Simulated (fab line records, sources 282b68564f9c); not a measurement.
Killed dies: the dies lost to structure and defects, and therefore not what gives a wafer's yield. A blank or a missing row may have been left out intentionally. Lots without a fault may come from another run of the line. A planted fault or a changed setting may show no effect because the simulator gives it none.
Struck lot and sound lot, side by side | flow ritCmos | 28 steps out of a route of 202
Sound: wafers L958.2, L958.4, L958.5. Wafers L963.2, L963.3, L963.4 were the ones struck. The cause is named last.
For every step that has rows: the tool of each side, followed by ch and its chambers, followed by its first start. Under that, the readings that differ: sound wafers | struck wafers | difference of the means | sigmas: that difference in standard deviations of wafers without a fault.
alike: same words and numbers on both sides, and readings whose means sit less than 2 such deviations apart. not compared: any withheld reading, any reading some wafer has no value for, any bound like >300 that may hide the same value, and any number with overlapping values for which the record gives no deviation.
The two part at a step that has a row with sigmas, a row that says differs or no value, or rows on one side only. Numbers that have no deviation but don't overlap get no sigmas and don't part them. A reading that every wafer of one side lacks parts them only if that side has two wafers or more.

RIT_ACTIVE_BOW_MEAS_00:
  struck on filmMetro-01, day 3 02:01; sound on filmMetro-04, day 2 01:01
  alike: INCOMING_BOW
RIT_ACTIVE_OXIDATION_01: target thk 46.8 nm, ox time 3200 s.
  sound on furnace-01 ch 0, day 2 01:07; struck on furnace-03 ch 0, day 3 04:13
reading                | sound    | struck   | difference | sigmas
zonePowerCentrePct (%) | 58 56 56 | 45 44 45 | -12        | -2
  alike: oxTempCMax, tube_center_temp_C_max
RIT_ACTIVE_THK_MEAS_02:
  struck on filmMetro-04, day 3 06:10; sound on filmMetro-02, day 2 03:04
reading               | sound          | struck         | difference | sigmas
ACTIVE_OXIDE_THK (nm) | 46.6 46.6 45.9 | 72.2 72.9 72.6 | +26.2      | +35
then, 1 step without rows for these wafers: RIT_ACTIVE_CVD_03 (deposits Si3N4 from SiH2Cl2/NH3, target thk 150 nm, time 1500 s).
RIT_ACTIVE_THK_MEAS_04:
  struck on filmMetro-04, day 3 07:38; sound on filmMetro-01, day 2 05:15
  alike: ACTIVE_NITRIDE_THK
then, 6 steps without rows for these wafers: RIT_ACTIVE_HMDS_05 (prime time 60 s); RIT_ACTIVE_COAT_06 (resist thk 1000 nm); RIT_ACTIVE_SOFTBAKE_07 (time 60 s); RIT_ACTIVE_EXPOSE_08 (exposes mask M1, target cd 1400 nm); RIT_ACTIVE_PEB_09; RIT_ACTIVE_DEVELOP_10 (develop time 51 s).
RIT_ACTIVE_CD_MEAS_11: target cd 1400 nm.
  struck on cdSem-01, day 3 08:39; sound on cdSem-01, day 2 06:10
  alike: cdNm
then, 1 step without rows for these wafers: RIT_ACTIVE_HARDBAKE_12 (time 60 s).
RIT_ACTIVE_ETCH_13: etches Si3N4 in SF6, stops on SiO2, time 210 s, target depth 210 nm.
  sound on rieDiel-03 ch 0,3, day 2 06:29; struck on rieDiel-04 ch 1,2,3, day 3 08:57
reading                                      | sound            | struck           | difference | sigmas
model.SiO2_of_ACTIVE_OXIDATION_01.thkNm (nm) | 46.12 46.6 45.85 | 70.5 72.88 71.92 | +25.6      | 
  alike: SF6_flow_sccm, drypumpMotorCurrentA, oesProductAu, throttleValvePct
  not compared: rfHoursCounterH
RIT_ACTIVE_STRIP_14: strips in O2, time 180 s.
  sound on plasmaAsher-02 ch 1, day 2 06:37; struck on plasmaAsher-03 ch 0,1, day 3 09:05
  alike: drypumpMotorCurrentA
  not compared: rfHoursCounterH
RIT_ACTIVE_CD_MEAS_90: target cd 1400 nm.
  struck on cdSem-02, day 3 09:16; sound on cdSem-02, day 2 06:49
  alike: cdNm
then, 4 steps without rows for these wafers: RIT_ACTIVE_CLEAN_15 (cleans in SC1, time 600 s); RIT_ACTIVE_CLEAN_16 (cleans in dHF, time 30 s); RIT_ACTIVE_CLEAN_17 (cleans in SC2, time 600 s); RIT_FOX1_OXIDATION_00 (target thk 350.7 nm, ox time 1130 s).
RIT_FOX1_THK_MEAS_01:
  struck on filmMetro-03, day 3 11:04; sound on filmMetro-01, day 2 08:37
  alike: FOX1_OXIDE_THK
then, 2 steps without rows for these wafers: RIT_FOX1_WET_ETCH_02 (etches SiO2 in BOE, target depth 350 nm, time 390 s); RIT_FOX2_OXIDATION_00 (target thk 350.7 nm, ox time 1130 s).
RIT_FOX2_THK_MEAS_01:
  struck on filmMetro-03, day 3 12:40; sound on filmMetro-04, day 2 10:06
  alike: FOX2_OXIDE_THK
then, 1 step without rows for these wafers: RIT_FOX2_CLEAN_02 (cleans in dHF, time 173 s).
RIT_FOX2_WET_ETCH_03: etches Si3N4 in H3PO4, target depth 195 nm, time 2700 s.
  sound on wetBench-02 ch 1, day 2 10:13; struck on wetBench-04 ch 2, day 3 12:47
reading                                      | sound             | struck            | difference | sigmas
model.SiO2_of_ACTIVE_OXIDATION_01.thkNm (nm) | 41.05 41.44 40.79 | 62.62 64.76 63.94 | +22.68     | 
  alike: bathHeatDutyPct
RIT_FOX2_THK_MEAS_90:
  struck on filmMetro-02, day 3 13:33; sound on filmMetro-02, day 2 10:59
  alike: FIELD_OXIDE_LEFT_1_THK
RIT_M1_PROBE_99:
  struck on prober-02, day 5 08:39; sound on prober-01, day 4 01:43
  alike: killedAtContacts, killedAtFrontEnd, killedDies, killedOpen, killedShort

WHERE THEY PART
Earliest at RIT_ACTIVE_OXIDATION_01; latest, in this record, at RIT_ACTIVE_THK_MEAS_02. Later steps at which nothing parts them and some readings are alike: RIT_ACTIVE_THK_MEAS_04, RIT_ACTIVE_CD_MEAS_11, RIT_ACTIVE_ETCH_13, RIT_ACTIVE_STRIP_14, RIT_ACTIVE_CD_MEAS_90, RIT_FOX1_THK_MEAS_01, RIT_FOX2_THK_MEAS_01, RIT_FOX2_WET_ETCH_03, RIT_FOX2_THK_MEAS_90, RIT_M1_PROBE_99.

WHY: what had been put in by the simulator
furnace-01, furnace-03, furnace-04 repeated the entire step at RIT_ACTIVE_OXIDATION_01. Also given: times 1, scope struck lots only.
